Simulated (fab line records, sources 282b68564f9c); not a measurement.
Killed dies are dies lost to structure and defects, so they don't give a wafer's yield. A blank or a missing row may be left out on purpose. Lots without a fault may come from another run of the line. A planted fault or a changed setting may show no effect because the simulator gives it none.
Problem report in the 8D (eight disciplines) form, filled by code | flow rit_cmos | the parts of the form that need people (team, actions taken, sign-off) are left out

1. THE PROBLEM
GATE_OXIDE_THK at RIT_GATE_THK_MEAS_07 reads a mean of 2.54 nm on 6 wafers of 2 lots; wafers without a fault read 3.05 nm with a standard deviation of 0.067. That is -7.6 standard deviations from the usual mean.
First seen on wafer L446.3, day 7 02:13, on film_metro-03. The record holds 42 wafers of 14 lots with a number at this step. Rule for "out", or "out of limits": more than 4 standard deviations from the usual mean. The other wafers with a number count as sound.

2. WHAT IT IS AND WHAT IT IS NOT
question                    | is                           | is not
which readings at this step | GATE_OXIDE_THK               | -
which lots                  | L446, L447                   | L425, L427, L428, L429, L430, L432, L433, L434, L435, L436, L437, L442
which wafers of those lots  | all that have a number       | -
read on which gauges        | film_metro-03, film_metro-04 | film_metro-01
when                        | from day 7 02:13             | up to then (36 sound wafers)

3. SUSPECTS, AND WHAT RULES EACH OUT
Counting: a tool at a process step up to the reading stays a suspect if it ran every lot that is out and no sound lot after the first of them.
- the gauge at RIT_GATE_THK_MEAS_07: ruled out. The wafers that are out were read on 2 gauges (film_metro-03, film_metro-04).
- furnace-03 at RIT_GATE_OXIDATION_05 (target thk 3 nm, ox time 270 s): kept. It ran every lot that is out, first L446 (day 6 22:50), and no sound lot after that; its last sound lot up to then is L435 (day 4 19:05). Its own readings are out on those wafers: spike_tc_centre_C, spike_tc_load_C, spike_tc_source_C.
Left after counting: furnace-03 at RIT_GATE_OXIDATION_05.

4. THE CAUSE (what the simulator had put in)
Process parameter drift: furnace-03, from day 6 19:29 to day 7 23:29, at RIT_GATE_OXIDATION_05. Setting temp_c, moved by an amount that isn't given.
Counting left only this tool.

5. THE CHAIN OF EFFECTS, in route order
Each row: a reading whose mean over the struck wafers that have a number lies more than 3 standard deviations from the usual. Only readings for which the record gives a usual standard deviation are gone through. hours: the time from each lot's start at the first step in this table that gives one to its start at this step, as a median over the lots. sigmas: the change in usual standard deviations.
hours | step                  | reading           | usual   | on struck wafers | change | sigmas
0     | RIT_GATE_OXIDATION_05 | spike_tc_centre_C | 902.6 C | 887.1            | -15.5  | -12
0     | RIT_GATE_OXIDATION_05 | spike_tc_load_C   | 927.0 C | 911.8            | -15.2  | -12
0     | RIT_GATE_OXIDATION_05 | spike_tc_source_C | 922.8 C | 906.3            | -16.5  | -14
3     | RIT_GATE_THK_MEAS_07  | GATE_OXIDE_THK    | 3.05 nm | 2.54             | -0.51  | -7.6
The process steps in it:
- RIT_GATE_OXIDATION_05: target thk 3 nm, ox time 270 s.

6. WHAT WOULD HAVE CAUGHT IT SOONER
In this record the first reading out of limits at a measuring or inspecting step was taken at day 7 02:13, 7 hours after the fault began at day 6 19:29.
The tool's own readings at RIT_GATE_OXIDATION_05 were out on every struck wafer that the step has a row for (spike_tc_centre_C, spike_tc_load_C, spike_tc_source_C): an alarm limit on them would have fired on the first of those.
Of the lots that are out (2), L447 began RIT_GATE_OXIDATION_05 on furnace-03 after day 7 02:13. A hold on the tool at that time would have spared it.
